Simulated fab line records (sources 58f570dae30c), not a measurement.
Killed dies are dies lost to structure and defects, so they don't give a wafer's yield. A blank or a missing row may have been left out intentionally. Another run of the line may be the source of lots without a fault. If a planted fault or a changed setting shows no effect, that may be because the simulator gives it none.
The same fault as seen by 2 desks    flow berkeley_cmos170    numbers are kept per desk, each desk with only its own; the story behind them comes last

THE METROLOGY DESK
What the gauges read for every lot (on any tool): the sampled wafers with a number, averaged. If a lot's mean is further than 4 standard deviations from the usual mean, the lot is out of limits and carries the mark OUT (the distance appears in the brackets).
Columns: A = NWELL_TW at UCB170_NWELL_TW_MEAS_16, usual 1255; B = FIELD_OXIDE_LEFT_1_THK at UCB170_FIELD_THK_MEAS_90, usual 440 nm; C = NLDD_TW at UCB170_NLDD_TW_MEAS_11, usual 2233; D = NLDD_RS at UCB170_SDANNEAL_RS_MEAS_05, usual 616.0 ohm/sq
lot   first seen here  A     B    C                D
L385  day 2 08:27      1261  431  2223             615.4
L384  day 2 08:41      1268  450  2221             615.2
L386  day 2 15:20      1252  431  2218             619.1
L390  day 3 08:53      1268  449  2243             617.1
L389  day 3 09:08      1271  440  2222             615.3
L392  day 4 01:16      1245  442  2161 (-5.5) OUT  665.9 (+31) OUT
L394  day 4 07:50      1257  450  2229             616.6
L395  day 4 11:47      1271  428  2151 (-6.3) OUT  666.4 (+32) OUT
L397  day 5 03:17      1248  439  2247             614.4
L400  day 5 07:47      1255  429  2244             613.7
L399  day 5 08:02      1247  423  2245             616.6
L403  day 6 03:34      1246  439  2239             615.5
L404  day 6 08:11      1257  438  2221             618.0
L406  day 6 19:25      1260  438  2224             614.7
This desk's result: L392, L395 out of limits, first on L392 (NLDD_TW at UCB170_NLDD_TW_MEAS_11), day 8 04:10. L385, L384, L386, L390, L389, L394, L397, L400, L399, L403, L404, L406 stayed within limits.

THE TOOL OWNER'S DESK: implanter-04
UCB170_NLDD_IMPLANT_08, tool's own readings: per-lot mean of the sampled wafers with a number, covering each lot this tool ran. If a lot's mean is further than 4 standard deviations from the usual mean, the lot is out of limits and carries the mark OUT (the distance appears in the brackets).
Columns: A = beam_on_s at UCB170_NLDD_IMPLANT_08, usual 9.99 s; B = dose_ions_cm2 at UCB170_NLDD_IMPLANT_08, usual 5.001e+13; C = faraday_current_uA at UCB170_NLDD_IMPLANT_08, usual 159; D = tilt_deg at UCB170_NLDD_IMPLANT_08, usual 7.006 degrees
lot   first seen here  A     B                            C              D
L386  day 6 01:01      9.93  4.998e+13                    160            6.994
L385  day 6 01:53      9.88  4.997e+13                    160            7.007
L392  day 8 03:46      9.97  3.895e+13 (-99 or more) OUT  124 (-11) OUT  6.998
L395  day 8 05:05      9.92  3.898e+13 (-99 or more) OUT  125 (-11) OUT  6.991
Finding of this desk: L392, L395 out of limits; the first was L392 at day 8 03:46, on dose_ions_cm2 at UCB170_NLDD_IMPLANT_08. L386, L385 stayed within limits.

TAKEN TOGETHER
The tool owner's desk had the chance to raise an alarm at day 8 03:46 on L392, L395.
At day 8 04:10 the metrology desk could have sounded an alarm, on L392, L395.
On implanter-04, each named lot ran UCB170_NLDD_IMPLANT_08.

WHAT WAS PUT IN BY THE SIMULATOR
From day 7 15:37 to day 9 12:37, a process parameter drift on implanter-04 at UCB170_NLDD_IMPLANT_08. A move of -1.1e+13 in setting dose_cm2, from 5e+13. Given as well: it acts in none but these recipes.
Shown lots that were struck: L392, L395.
Counting hours from when the fault started, the first reading out of limits came at 12 for the tool owner's desk and at 13 for the metrology desk.
